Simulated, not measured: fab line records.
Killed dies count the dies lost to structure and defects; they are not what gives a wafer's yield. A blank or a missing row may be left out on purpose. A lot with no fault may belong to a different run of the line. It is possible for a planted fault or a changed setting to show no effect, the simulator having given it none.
fab line records | flow berkeley_cmos170 | part 1 of 2: steps 1 to 27 of 38
[record] lots = 5 | wafers = 15 | last_day = 14
route steps=331 shown NSD@192 BACKSIDE@199 SDANNEAL@204 PSD@206 PLDD@208 NLDD@209 SILICIDE@210 CONTACT@216
lots that met no fault: from a run of the same line without faults
start_h: hours from the record's opening day to when the first of the lot's shown wafers began | wait_h: hours since the lot's step before | " the same as in the row above | L1.1+2: a single row standing in for several wafers | - value missing, or start not given | * or withheld: withheld | < > ~ a bound
route shown NAME@n: a module of which the file shows steps, and the number in the route of the first | usual: mean/standard deviation taken from wafers without a fault | same: alike in all rows | chamber/n: place in a boat | sites: per-site readings | _std_site: how widely they spread, as a standard deviation | _edge_site: mean of outer sites minus mean of inner sites | radius_mm: for every site, how far away it sits from the centre of the wafer | mask NAME#n: copy n | behind: the tool/chamber that last shaped the wafer | hold: reason for holding the lot/hours on hold/outcome of the hold | device: names the non-switching transistor (n, p or np) | end of line: tests of these same wafers at the route's end | where a step has no rows: the recipe by itself | killed: count of dies lost to structure and defects at first sort (not the wafer's yield) | map: shows each die of a wafer: x if killed, . if not, _ if none is there
set.NAME: the setting as run; set.NAME@STEP: as run at that earlier step | model.NAME: the simulator's own value behind a step, which no gauge read
lots seen at some steps along the route; tables by step, rows by wafer
services: from which hour (start_h, from the record's first day; less than 0 if before it) a tool's chamber was out of use, for how many hours, and why
[[steps]]
[step UCB170_NSD_DEVELOP_05]
[recipe] developer = TMAH | develop_time_s = 45 | resist = KrF | dev_temp_c = 21
lot.wafer  | tool           | chamber | start_h | wait_h
L075.1+5+6 | litho_track-04 | 0       | -       | -
L076.3+5+6 | litho_track-02 | 0       | -       | -
L085.3+4+5 | litho_track-04 | 0       | -       | -
L093.2+3+6 | litho_track-04 | 0       | -       | -
L094.4+5+6 | litho_track-02 | 0       | -       | -
[step UCB170_NSD_CD_MEAS_06]
[recipe] target_cd_nm = 1200
[usual] cd_nm = 1199.8/1.2
lot.wafer | tool      | chamber | start_h | wait_h | cd_nm
L075.1    | cd_sem-01 | -       | 188.45  | -      | 1199.8
L075.5    | "         | -       | "       | "      | 1201.1
L075.6    | "         | -       | "       | "      | 1199.9
L076.3    | cd_sem-02 | -       | 210.89  | -      | 1198.4
L076.5    | "         | -       | "       | "      | 1198.5
L076.6    | "         | -       | "       | "      | 1200.3
L085.3    | cd_sem-01 | -       | 270.72  | -      | 1200.0
L085.4    | "         | -       | "       | "      | 1197.7
L085.5    | "         | -       | "       | "      | 1199.1
L093.2    | cd_sem-02 | -       | 301.06  | -      | 1201.0
L093.3    | "         | -       | "       | "      | 1199.1
L093.6    | "         | -       | "       | "      | 1200.9
L094.4    | cd_sem-02 | -       | 312.95  | -      | 1198.2
L094.5    | "         | -       | "       | "      | 1199.5
L094.6    | "         | -       | "       | "      | 1198.5
[step UCB170_NSD_OVL_MEAS_07]
[usual] NSD_OVL = -5/6.1
lot.wafer | tool       | chamber | start_h | wait_h | NSD_OVL[nm]
L075.1    | overlay-02 | -       | 188.57  | 0.1    | 8
L075.5    | "          | -       | "       | "      | 12
L075.6    | "          | -       | "       | "      | 8
L076.3    | overlay-02 | -       | 210.98  | 0.1    | -6
L076.5    | "          | -       | "       | "      | -1
L076.6    | "          | -       | "       | "      | -2
L085.3    | overlay-01 | -       | 270.81  | 0.1    | -17
L085.4    | "          | -       | "       | "      | -10
L085.5    | "          | -       | "       | "      | -13
L093.2    | overlay-02 | -       | 301.17  | 0.1    | -13
L093.3    | "          | -       | "       | "      | -19
L093.6    | "          | -       | "       | "      | -6
L094.4    | overlay-01 | -       | 313.03  | 0.1    | -10
L094.5    | "          | -       | "       | "      | -5
L094.6    | "          | -       | "       | "      | 0
[step UCB170_NSD_IMPLANT_08]
[recipe] species = P | dose_cm2 = 3e+15 | energy_kev = 40 | tilt_deg = 7
[usual] beam_energy_keV = 40.005/0.012 | end_station_pressure_torr = 1.26e-05/6.6e-07
[same] implant_ion_amu = 31
lot.wafer | tool         | chamber | start_h | wait_h | beam_energy_keV | end_station_pressure_torr
L075.1    | implanter-01 | 0       | 188.61  | 0.0    | 40.001          | 1.37e-05
L075.5    | "            | 0       | "       | "      | 40.011          | 1.25e-05
L075.6    | "            | 0       | "       | "      | 40.013          | 1.26e-05
L076.3    | implanter-01 | 0       | 211.06  | 0.1    | 40.016          | 1.25e-05
L076.5    | "            | 0       | "       | "      | 40.001          | 1.14e-05
L076.6    | "            | 0       | "       | "      | 39.999          | 1.31e-05
L085.3    | implanter-02 | 0       | 270.88  | 0.1    | 40.015          | 1.32e-05
L085.4    | "            | 0       | "       | "      | 40.008          | 1.2e-05
L085.5    | "            | 0       | "       | "      | 40.009          | 1.34e-05
L093.2    | implanter-01 | 0       | 301.22  | 0.0    | 40.020          | 1.29e-05
L093.3    | "            | 0       | "       | "      | 40.020          | 1.24e-05
L093.6    | "            | 0       | "       | "      | 40.029          | 1.16e-05
L094.4    | implanter-01 | 0       | 313.12  | 0.1    | 40.013          | 1.26e-05
L094.5    | "            | 0       | "       | "      | 40.017          | 1.22e-05
L094.6    | "            | 0       | "       | "      | 40.006          | 1.15e-05
[step UCB170_NSD_STRIP_09]
[recipe] chemistry = O2 | power_w = 400 | pressure_mtorr = 3500 | platen_temp_c = withheld | o2_flow_sccm = 400 | overash_fraction = 0.5
[usual] chamber_pressure_mTorr = 3500/3.2 | drypump_motor_current_A = 5.9/0.33 | o2_flow_sccm = 399.9/1.1 | oes_product_au = 0.534/0.0048 | strip_time_to_endpoint_s = 35.81/0.079
lot.wafer | tool            | chamber | start_h | wait_h | chamber_pressure_mTorr | drypump_motor_current_A | o2_flow_sccm | oes_product_au | rf_hours_counter_h | strip_time_to_endpoint_s
L075.1    | plasma_asher-01 | 0       | 188.76  | 0.1    | 3499                   | 5.4                     | 399.3        | 0.531          | 38                 | 35.87
L075.5    | "               | 1       | "       | "      | 3494                   | 5.8                     | 400.3        | 0.534          | -                  | 35.90
L075.6    | "               | 0       | "       | "      | 3506                   | 5.4                     | 399.1        | 0.528          | -                  | 35.89
L076.3    | plasma_asher-03 | 0       | 211.19  | 0.1    | 3502                   | 5.6                     | 398.1        | 0.541          | -                  | 35.75
L076.5    | "               | 1       | "       | "      | 3498                   | 6.4                     | 398.8        | 0.536          | -                  | 35.72
L076.6    | "               | 0       | "       | "      | 3503                   | 5.6                     | 398.7        | 0.538          | -                  | 35.65
L085.3    | plasma_asher-03 | 1       | 271.01  | 0.1    | 3500                   | 6.4                     | 400.3        | 0.531          | -                  | 35.76
L085.4    | "               | 0       | "       | "      | 3495                   | 5.6                     | 400.0        | 0.527          | -                  | 35.76
L085.5    | "               | 1       | "       | "      | 3500                   | 6.5                     | 399.7        | 0.532          | -                  | 35.76
L093.2    | plasma_asher-02 | 0       | 301.35  | 0.1    | 3498                   | 5.9                     | 402.2        | 0.529          | 55                 | 35.91
L093.3    | "               | 0       | "       | "      | 3505                   | 5.9                     | 400.6        | 0.539          | -                  | 35.92
L093.6    | "               | 1       | "       | "      | 3499                   | 5.6                     | 401.7        | 0.536          | -                  | 35.93
L094.4    | plasma_asher-01 | 0       | 313.23  | 0.1    | 3501                   | 5.4                     | 401.6        | 0.536          | -                  | 35.67
L094.5    | "               | 1       | "       | "      | 3503                   | 5.8                     | 399.0        | 0.530          | -                  | 35.75
L094.6    | "               | 0       | "       | "      | 3498                   | 5.4                     | 400.3        | 0.526          | -                  | 35.70
[step UCB170_NSD_TW_MEAS_10]
[usual] NSD_TW = 4146/23
lot.wafer | tool          | chamber | start_h | wait_h | NSD_TW
L075.1    | film_metro-03 | -       | 188.86  | 0.1    | 4128
L075.5    | "             | -       | "       | "      | 4131
L075.6    | "             | -       | "       | "      | 4139
L076.3    | film_metro-02 | -       | 211.28  | 0.1    | 4143
L076.5    | "             | -       | "       | "      | 4116
L076.6    | "             | -       | "       | "      | 4132
L085.3    | film_metro-03 | -       | 271.10  | 0.1    | 4149
L085.4    | "             | -       | "       | "      | 4143
L085.5    | "             | -       | "       | "      | 4137
L093.2    | film_metro-01 | -       | 301.46  | 0.1    | 4112
L093.3    | "             | -       | "       | "      | 4097
L093.6    | "             | -       | "       | "      | 4100
L094.4    | film_metro-01 | -       | 313.33  | 0.1    | 4113
L094.5    | "             | -       | "       | "      | 4119
L094.6    | "             | -       | "       | "      | 4106
[step UCB170_NSD_CLEAN_11]
[recipe] chemistry = SPM | temp_c = 120 | time_s = 600
lot.wafer  | tool         | chamber | start_h | wait_h
L075.1+5+6 | wet_bench-03 | 1       | 188.92  | 0.1
L076.3+5+6 | wet_bench-02 | 0       | 211.32  | 0.0
L085.3+4+5 | wet_bench-03 | 3       | 271.14  | 0.0
L093.2+3+6 | wet_bench-02 | 2       | 301.51  | 0.0
L094.4+5+6 | wet_bench-02 | 2       | 316.62  | 3.3
[step UCB170_BACKSIDE_HMDS_00]
[recipe] prime_time_s = 60 | prime_temp_c = 100
lot.wafer  | tool           | chamber | start_h | wait_h
L075.1+5+6 | litho_track-01 | 0       | 189.21  | 0.1
L076.3+5+6 | litho_track-01 | 0       | 211.54  | 0.1
L085.3+4+5 | litho_track-04 | 0       | 271.54  | 0.2
L093.2+3+6 | litho_track-01 | 0       | 302.27  | 0.6
L094.4+5+6 | litho_track-03 | 0       | 316.87  | 0.1
[step UCB170_BACKSIDE_COAT_01]
[recipe] resist = KrF | spin_rpm = 1500 | resist_thk_nm = 900
lot.wafer  | tool           | chamber | start_h | wait_h
L075.1+5+6 | litho_track-01 | 0       | 189.36  | 0.1
L076.3+5+6 | litho_track-01 | 0       | 211.69  | 0.1
L085.3+4+5 | litho_track-04 | 0       | 271.69  | 0.1
L093.2+3+6 | litho_track-01 | 0       | 302.42  | 0.1
L094.4+5+6 | litho_track-03 | 0       | 317.02  | 0.1
[step UCB170_BACKSIDE_SOFTBAKE_02]
[recipe] resist = KrF | temp_c = 130 | time_s = 60
[usual] plate_temp_C = 130.01/0.13
lot.wafer | tool           | chamber | start_h | wait_h | plate_temp_C
L075.1    | litho_track-01 | 0       | 189.51  | 0.1    | 129.97
L075.5    | "              | 0       | "       | "      | 130.00
L075.6    | "              | 0       | "       | "      | 130.20
L076.3    | litho_track-01 | 0       | 211.84  | 0.1    | 129.97
L076.5    | "              | 0       | "       | "      | 130.25
L076.6    | "              | 0       | "       | "      | 129.93
L085.3    | litho_track-04 | 0       | 271.84  | 0.1    | 130.17
L085.4    | "              | 0       | "       | "      | 130.35
L085.5    | "              | 0       | "       | "      | 130.07
L093.2    | litho_track-01 | 0       | 302.57  | 0.1    | 130.14
L093.3    | "              | 0       | "       | "      | 130.07
L093.6    | "              | 0       | "       | "      | 130.08
L094.4    | litho_track-03 | 0       | 317.17  | 0.1    | 129.92
L094.5    | "              | 0       | "       | "      | 130.07
L094.6    | "              | 0       | "       | "      | 130.06
[step UCB170_BACKSIDE_STRIP_03]
[recipe] chemistry = O2 | power_w = 400 | pressure_mtorr = 3500 | platen_temp_c = withheld | o2_flow_sccm = 400 | overash_fraction = 0.5
[usual] chamber_pressure_mTorr = 3500/3.8 | drypump_motor_current_A = 5.61/0.19 | o2_flow_sccm = 400.1/1.2 | oes_product_au = 0.735/0.005 | strip_time_to_endpoint_s = 21.96/0.061
lot.wafer | tool            | chamber | start_h | wait_h | chamber_pressure_mTorr | drypump_motor_current_A | o2_flow_sccm | oes_product_au | rf_hours_counter_h | strip_time_to_endpoint_s
L075.1    | plasma_asher-04 | 1       | 189.66  | 0.1    | 3500                   | 5.46                    | 398.0        | 0.732          | 47                 | 21.89
L075.5    | "               | 0       | "       | "      | 3497                   | 5.45                    | 400.0        | 0.730          | -                  | 21.95
L075.6    | "               | 1       | "       | "      | 3496                   | 5.47                    | 398.0        | 0.738          | -                  | 21.97
L076.3    | plasma_asher-02 | 0       | 211.98  | 0.1    | 3494                   | 5.94                    | 400.4        | 0.730          | -                  | 21.87
L076.5    | "               | 1       | "       | "      | 3496                   | 5.65                    | 401.1        | 0.730          | -                  | 21.85
L076.6    | "               | 0       | "       | "      | 3502                   | 5.93                    | 400.2        | 0.747          | -                  | 21.80
L085.3    | plasma_asher-02 | 1       | 271.98  | 0.1    | 3498                   | 5.64                    | 397.8        | 0.735          | -                  | 21.98
L085.4    | "               | 0       | "       | "      | 3495                   | 5.93                    | 400.7        | 0.733          | -                  | 21.94
L085.5    | "               | 1       | "       | "      | 3501                   | 5.65                    | 399.2        | 0.733          | -                  | 21.95
L093.2    | plasma_asher-01 | 1       | 302.70  | 0.1    | 3498                   | 5.74                    | 400.7        | 0.739          | 38                 | 21.96
L093.3    | "               | 0       | "       | "      | 3502                   | 5.43                    | 399.0        | 0.739          | -                  | 21.92
L093.6    | "               | 0       | "       | "      | 3498                   | 5.41                    | 400.9        | 0.738          | -                  | 21.97
L094.4    | plasma_asher-02 | 0       | 317.28  | 0.1    | 3500                   | 5.96                    | 397.9        | 0.733          | -                  | 21.98
L094.5    | "               | 1       | "       | "      | 3502                   | 5.65                    | 400.5        | 0.735          | -                  | 21.91
L094.6    | "               | 0       | "       | "      | 3497                   | 5.96                    | 397.5        | 0.723          | -                  | 21.97
[step UCB170_BACKSIDE_CLEAN_04]
[recipe] chemistry = SPM | temp_c = 120 | time_s = 600
lot.wafer  | tool         | chamber | start_h | wait_h
L075.1+5+6 | wet_bench-04 | 0       | 189.76  | 0.1
L076.3+5+6 | wet_bench-02 | 1       | 212.04  | 0.0
L085.3+4+5 | wet_bench-02 | 0       | 272.04  | 0.0
L093.2+3+6 | wet_bench-03 | 1       | 302.80  | 0.1
L094.4+5+6 | wet_bench-02 | 3       | 317.35  | 0.0
[step UCB170_SDANNEAL_RTA_00]
[recipe] temp_c = 900 | time_s = 10 | ambient = N2
[usual] lamp_power_pct = 23.6/1.1 | wafer_temp_C_max = 905.0/1.4
lot.wafer | tool          | chamber | start_h | wait_h | lamp_power_pct | wafer_temp_C_max
L075.1    | rtp_anneal-02 | 0       | 189.93  | 0.0    | 22.6           | 904.6
L075.5    | "             | 0       | "       | "      | 22.6           | 903.0
L075.6    | "             | 0       | "       | "      | 22.6           | 904.1
L076.3    | rtp_anneal-01 | 0       | 212.24  | 0.0    | 24.9           | 905.4
L076.5    | "             | 0       | "       | "      | 24.9           | 904.3
L076.6    | "             | 0       | "       | "      | 24.8           | 907.7
L085.3    | rtp_anneal-01 | 0       | 272.24  | 0.0    | 24.9           | 905.3
L085.4    | "             | 0       | "       | "      | 24.9           | 907.0
L085.5    | "             | 0       | "       | "      | 24.9           | 904.8
L093.2    | rtp_anneal-01 | 0       | 302.98  | 0.0    | 24.9           | 903.8
L093.3    | "             | 0       | "       | "      | 24.9           | 904.8
L093.6    | "             | 0       | "       | "      | 24.8           | 905.0
L094.4    | rtp_anneal-01 | 0       | 317.55  | 0.0    | 24.9           | 905.5
L094.5    | "             | 0       | "       | "      | 24.9           | 907.7
L094.6    | "             | 0       | "       | "      | 24.9           | 905.7
[step UCB170_SDANNEAL_RTA_01]
[recipe] temp_c = 1050 | time_s = 5 | ambient = N2
[usual] lamp_power_pct = 36.5/1.8 | wafer_temp_C_max = 1055.9/1.5
lot.wafer | tool          | chamber | start_h | wait_h | lamp_power_pct | wafer_temp_C_max
L075.1    | rtp_anneal-02 | 0       | 190.00  | 0.1    | 34.9           | 1055.9
L075.5    | "             | 0       | "       | "      | 34.9           | 1055.7
L075.6    | "             | 0       | "       | "      | 34.9           | 1054.7
L076.3    | rtp_anneal-01 | 0       | 212.30  | 0.1    | 38.4           | 1056.5
L076.5    | "             | 0       | "       | "      | 38.4           | 1059.1
L076.6    | "             | 0       | "       | "      | 38.4           | 1057.8
L085.3    | rtp_anneal-01 | 0       | 272.30  | 0.1    | 38.5           | 1055.3
L085.4    | "             | 0       | "       | "      | 38.5           | 1056.0
L085.5    | "             | 0       | "       | "      | 38.5           | 1055.8
L093.2    | rtp_anneal-01 | 0       | 303.05  | 0.1    | 38.4           | 1057.7
L093.3    | "             | 0       | "       | "      | 38.4           | 1059.0
L093.6    | "             | 0       | "       | "      | 38.4           | 1055.4
L094.4    | rtp_anneal-01 | 0       | 317.62  | 0.1    | 38.4           | 1057.7
L094.5    | "             | 0       | "       | "      | 38.4           | 1057.1
L094.6    | "             | 0       | "       | "      | 38.4           | 1056.8
[step UCB170_SDANNEAL_RS_MEAS_02]
[recipe] thk_meas_gauge = four-point-probe
[usual] PSD_RS = 75.51/0.26
lot.wafer | tool          | chamber | start_h | wait_h | PSD_RS[ohm/sq]
L075.1    | film_metro-03 | -       | 190.06  | 0.0    | 75.83
L075.5    | "             | -       | "       | "      | 75.67
L075.6    | "             | -       | "       | "      | 75.91
L076.3    | film_metro-03 | -       | 212.38  | 0.1    | 75.61
L076.5    | "             | -       | "       | "      | 75.74
L076.6    | "             | -       | "       | "      | 75.63
L085.3    | film_metro-01 | -       | 272.38  | 0.1    | 75.57
L085.4    | "             | -       | "       | "      | 75.83
L085.5    | "             | -       | "       | "      | 75.49
L093.2    | film_metro-02 | -       | 303.12  | 0.1    | 75.04
L093.3    | "             | -       | "       | "      | 75.09
L093.6    | "             | -       | "       | "      | 74.86
L094.4    | film_metro-03 | -       | 317.71  | 0.1    | 75.83
L094.5    | "             | -       | "       | "      | 75.78
L094.6    | "             | -       | "       | "      | 75.76
[step UCB170_SDANNEAL_RS_MEAS_03]
[recipe] thk_meas_gauge = four-point-probe
[usual] NSD_RS = 37.29/0.1
lot.wafer | tool          | chamber | start_h | wait_h | NSD_RS[ohm/sq]
L075.1    | film_metro-03 | -       | 190.18  | 0.1    | 37.25
L075.5    | "             | -       | "       | "      | 37.36
L075.6    | "             | -       | "       | "      | 37.31
L076.3    | film_metro-03 | -       | 212.50  | 0.1    | 37.34
L076.5    | "             | -       | "       | "      | 37.51
L076.6    | "             | -       | "       | "      | 37.49
L085.3    | film_metro-01 | -       | 272.50  | 0.1    | 37.34
L085.4    | "             | -       | "       | "      | 37.29
L085.5    | "             | -       | "       | "      | 37.30
L093.2    | film_metro-02 | -       | 303.24  | 0.1    | 37.01
L093.3    | "             | -       | "       | "      | 37.04
L093.6    | "             | -       | "       | "      | 37.04
L094.4    | film_metro-03 | -       | 317.83  | 0.1    | 37.28
L094.5    | "             | -       | "       | "      | 37.37
L094.6    | "             | -       | "       | "      | 37.49
[step UCB170_SDANNEAL_RS_MEAS_04]
[recipe] thk_meas_gauge = four-point-probe
[usual] PLDD_RS = 1032.0/2.8
lot.wafer | tool          | chamber | start_h | wait_h | PLDD_RS[ohm/sq]
L075.1    | film_metro-03 | -       | 190.30  | 0.1    | 1033.3
L075.5    | "             | -       | "       | "      | 1032.1
L075.6    | "             | -       | "       | "      | 1033.2
L076.3    | film_metro-03 | -       | 212.62  | 0.1    | 1029.8
L076.5    | "             | -       | "       | "      | 1032.4
L076.6    | "             | -       | "       | "      | 1033.4
L085.3    | film_metro-01 | -       | 272.62  | 0.1    | 1031.4
L085.4    | "             | -       | "       | "      | 1030.1
L085.5    | "             | -       | "       | "      | 1030.9
L093.2    | film_metro-02 | -       | 303.36  | 0.1    | 1027.0
L093.3    | "             | -       | "       | "      | 1028.9
L093.6    | "             | -       | "       | "      | 1028.5
L094.4    | film_metro-03 | -       | 317.95  | 0.1    | 1037.9
L094.5    | "             | -       | "       | "      | 1035.7
L094.6    | "             | -       | "       | "      | 1037.1
[step UCB170_SDANNEAL_RS_MEAS_05]
[recipe] thk_meas_gauge = four-point-probe
[usual] NLDD_RS = 616.3/1.6
lot.wafer | tool          | chamber | start_h | wait_h | NLDD_RS[ohm/sq]
L075.1    | film_metro-03 | -       | 190.42  | 0.1    | 617.9
L075.5    | "             | -       | "       | "      | 616.6
L075.6    | "             | -       | "       | "      | 618.1
L076.3    | film_metro-03 | -       | 212.74  | 0.1    | 618.6
L076.5    | "             | -       | "       | "      | 617.7
L076.6    | "             | -       | "       | "      | 619.1
L085.3    | film_metro-01 | -       | 272.74  | 0.1    | 616.7
L085.4    | "             | -       | "       | "      | 616.9
L085.5    | "             | -       | "       | "      | 617.6
L093.2    | film_metro-02 | -       | 303.48  | 0.1    | 616.4
L093.3    | "             | -       | "       | "      | 617.7
L093.6    | "             | -       | "       | "      | 616.7
L094.4    | film_metro-03 | -       | 318.07  | 0.1    | 617.5
L094.5    | "             | -       | "       | "      | 617.9
L094.6    | "             | -       | "       | "      | 615.8
[step UCB170_SILICIDE_PRE_CLEAN_00]
[recipe] gas = Ar | preclean_etch_time_s = 60
lot.wafer  | tool           | chamber | start_h | wait_h
L075.1+5+6 | pvd_sputter-02 | -       | 190.54  | 0.1
L076.3+5+6 | pvd_sputter-01 | -       | 212.82  | 0.1
L085.3+4+5 | pvd_sputter-01 | -       | 272.82  | 0.1
L093.2+3+6 | pvd_sputter-01 | -       | 303.58  | 0.1
L094.4+5+6 | pvd_sputter-01 | -       | 318.13  | 0.0
[step UCB170_SILICIDE_SPUTTER_01]
[recipe] material = Ti | target_thk_nm = 30 | time_s = 25 | power_w = 1500 | chamber_pressure_pa = 0.5
[usual] throttle_valve_pct = 30.0/0.77
lot.wafer | tool           | chamber | start_h | wait_h | throttle_valve_pct
L075.1    | pvd_sputter-02 | -       | 190.61  | 0.0    | 30.2
L075.5    | "              | -       | "       | "      | 28.9
L075.6    | "              | -       | "       | "      | 30.3
L076.3    | pvd_sputter-01 | -       | 212.89  | 0.0    | 30.3
L076.5    | "              | -       | "       | "      | 30.7
L076.6    | "              | -       | "       | "      | 30.1
L085.3    | pvd_sputter-01 | -       | 272.89  | 0.0    | 29.5
L085.4    | "              | -       | "       | "      | 30.9
L085.5    | "              | -       | "       | "      | 30.5
L093.2    | pvd_sputter-01 | -       | 303.64  | 0.0    | 30.5
L093.3    | "              | -       | "       | "      | 30.2
L093.6    | "              | -       | "       | "      | 30.6
L094.4    | pvd_sputter-01 | -       | 318.19  | 0.0    | 29.8
L094.5    | "              | -       | "       | "      | 29.9
L094.6    | "              | -       | "       | "      | 30.6
[step UCB170_SILICIDE_RS_MEAS_02]
[recipe] thk_meas_gauge = four-point-probe | reads = Ti_of_SILICIDE_SPUTTER_01
[usual] SILICIDE_TI_RS = 26.0/0.36
lot.wafer | tool          | chamber | start_h | wait_h | SILICIDE_TI_RS[ohm/sq]
L075.1    | film_metro-04 | -       | 190.64  | 0.0    | 26.0
L075.5    | "             | -       | "       | "      | 25.7
L075.6    | "             | -       | "       | "      | 25.5
L076.3    | film_metro-03 | -       | 212.96  | 0.1    | 26.3
L076.5    | "             | -       | "       | "      | 26.2
L076.6    | "             | -       | "       | "      | 26.2
L085.3    | film_metro-03 | -       | 272.96  | 0.1    | 26.3
L085.4    | "             | -       | "       | "      | 26.2
L085.5    | "             | -       | "       | "      | 26.2
L093.2    | film_metro-04 | -       | 303.69  | 0.0    | 25.7
L093.3    | "             | -       | "       | "      | 25.4
L093.6    | "             | -       | "       | "      | 25.6
L094.4    | film_metro-01 | -       | 318.28  | 0.1    | 25.7
L094.5    | "             | -       | "       | "      | 25.7
L094.6    | "             | -       | "       | "      | 25.4
[step UCB170_SILICIDE_THK_MEAS_03]
[recipe] thk_meas_gauge = xrf | reads = Ti_of_SILICIDE_SPUTTER_01
[usual] SILICIDE_TI_THK = 30.3/0.42
lot.wafer | tool          | chamber | start_h | wait_h | SILICIDE_TI_THK[nm]
L075.1    | film_metro-04 | -       | 190.76  | 0.1    | 30.5
L075.5    | "             | -       | "       | "      | 30.7
L075.6    | "             | -       | "       | "      | 30.9
L076.3    | film_metro-03 | -       | 213.06  | 0.1    | 29.8
L076.5    | "             | -       | "       | "      | 29.8
L076.6    | "             | -       | "       | "      | 29.7
L085.3    | film_metro-03 | -       | 273.06  | 0.1    | 29.7
L085.4    | "             | -       | "       | "      | 29.9
L085.5    | "             | -       | "       | "      | 29.9
L093.2    | film_metro-04 | -       | 303.80  | 0.1    | 30.6
L093.3    | "             | -       | "       | "      | 31.0
L093.6    | "             | -       | "       | "      | 30.8
L094.4    | film_metro-01 | -       | 318.37  | 0.1    | 30.5
L094.5    | "             | -       | "       | "      | 30.7
L094.6    | "             | -       | "       | "      | 30.8
[step UCB170_SILICIDE_RTA_04]
[recipe] temp_c = 650 | time_s = 15 | ambient = N2
[usual] lamp_power_pct = 10.2/0.49 | wafer_temp_C_max = 653.7/0.84
lot.wafer | tool          | chamber | start_h | wait_h | lamp_power_pct | wafer_temp_C_max
L075.1    | rtp_anneal-01 | 0       | 190.82  | 0.1    | 10.7           | 654.3
L075.5    | "             | 0       | "       | "      | 10.7           | 655.0
L075.6    | "             | 0       | "       | "      | 10.7           | 654.5
L076.3    | rtp_anneal-01 | 0       | 213.13  | 0.1    | 10.7           | 655.2
L076.5    | "             | 0       | "       | "      | 10.7           | 654.5
L076.6    | "             | 0       | "       | "      | 10.7           | 654.1
L085.3    | rtp_anneal-02 | 0       | 273.13  | 0.1    | 9.7            | 653.6
L085.4    | "             | 0       | "       | "      | 9.7            | 653.1
L085.5    | "             | 0       | "       | "      | 9.7            | 653.9
L093.2    | rtp_anneal-01 | 0       | 303.87  | 0.1    | 10.7           | 654.6
L093.3    | "             | 0       | "       | "      | 10.7           | 652.8
L093.6    | "             | 0       | "       | "      | 10.7           | 653.8
L094.4    | rtp_anneal-02 | 0       | 318.44  | 0.1    | 9.7            | 652.6
L094.5    | "             | 0       | "       | "      | 9.7            | 653.8
L094.6    | "             | 0       | "       | "      | 9.7            | 653.3
[step UCB170_SILICIDE_WET_ETCH_05]
[recipe] chemistry = SPM | time_s = 45 | temp_c = 120 | target = Ti
lot.wafer  | tool         | chamber | start_h | wait_h
L075.1+5+6 | wet_bench-01 | 0       | 190.89  | 0.1
L076.3+5+6 | wet_bench-02 | 3       | 213.18  | 0.0
L085.3+4+5 | wet_bench-01 | 3       | 273.18  | 0.0
L093.2+3+6 | wet_bench-02 | 3       | 304.01  | 0.1
L094.4+5+6 | wet_bench-02 | 0       | 318.48  | 0.0
[step UCB170_CONTACT_CLEAN_00]
[recipe] chemistry = SPM | temp_c = 120 | time_s = 600
lot.wafer  | tool         | chamber | start_h | wait_h
L075.1+5+6 | wet_bench-04 | 2       | 190.91  | 0.0
L076.3+5+6 | wet_bench-02 | 2       | 213.20  | 0.0
L085.3+4+5 | wet_bench-01 | 2       | 273.22  | 0.0
L093.2+3+6 | wet_bench-02 | 3       | 304.03  | 0.0
L094.4+5+6 | wet_bench-04 | 0       | 318.50  | 0.0
[step UCB170_CONTACT_CVD_01]
[recipe] material = PSG | target_thk_nm = 700 | temp_c = 450 | precursor = SiH4/O2/PH3 | time_s = 2820 | pressure_mtorr = 300 | sih4_flow_sccm = 60 | o2_flow_sccm = 90 | ph3_flow_sccm = 25
[usual] o2_flow_sccm = 90.06/0.24 | pressure_mtorr = 300.0/0.62 | sih4_flow_sccm = 59.96/0.16
lot.wafer | tool     | chamber | start_h | wait_h | o2_flow_sccm | pressure_mtorr | sih4_flow_sccm
L075.1    | lpcvd-01 | 0       | 191.10  | 0.0    | 90.11        | 299.7          | 59.66
L075.5    | "        | 0       | "       | "      | 90.00        | 299.5          | 59.85
L075.6    | "        | 0       | "       | "      | 89.81        | 298.9          | 59.86
L076.3    | lpcvd-01 | 0       | 214.55  | 1.2    | 90.02        | 299.5          | 59.98
L076.5    | "        | 0       | "       | "      | 89.89        | 300.0          | 59.92
L076.6    | "        | 0       | "       | "      | 90.01        | 300.3          | 60.06
L085.3    | lpcvd-01 | 0       | 273.66  | 0.1    | 90.29        | 300.3          | 60.10
L085.4    | "        | 0       | "       | "      | 90.23        | 299.4          | 59.94
L085.5    | "        | 0       | "       | "      | 90.28        | 298.7          | 60.11
L093.2    | lpcvd-02 | 1       | 305.54  | 1.3    | 89.70        | 300.1          | 60.08
L093.3    | "        | 1       | "       | "      | 89.86        | 299.5          | 60.17
L093.6    | "        | 1       | "       | "      | 89.77        | 300.1          | 60.10
L094.4    | lpcvd-02 | 1       | 318.69  | 0.0    | 90.01        | 300.9          | 59.96
L094.5    | "        | 1       | "       | "      | 90.09        | 300.5          | 59.94
L094.6    | "        | 1       | "       | "      | 89.83        | 300.9          | 59.86
[step UCB170_CONTACT_THK_MEAS_02]
[recipe] reads = PSG_of_CONTACT_CVD_01
[usual] CONTACT_PSG_THK = 700/8.2
lot.wafer | tool          | chamber | start_h | wait_h | CONTACT_PSG_THK[nm]
L075.1    | film_metro-02 | -       | 192.89  | 0.0    | 703
L075.5    | "             | -       | "       | "      | 700
L075.6    | "             | -       | "       | "      | 698
L076.3    | film_metro-03 | -       | 216.36  | 0.0    | 693
L076.5    | "             | -       | "       | "      | 687
L076.6    | "             | -       | "       | "      | 690
L085.3    | film_metro-03 | -       | 276.35  | 0.0    | 721
L085.4    | "             | -       | "       | "      | 717
L085.5    | "             | -       | "       | "      | 722
L093.2    | film_metro-03 | -       | 307.33  | 0.0    | 694
L093.3    | "             | -       | "       | "      | 692
L093.6    | "             | -       | "       | "      | 696
L094.4    | film_metro-03 | -       | 320.50  | 0.0    | 703
L094.5    | "             | -       | "       | "      | 697
L094.6    | "             | -       | "       | "      | 703
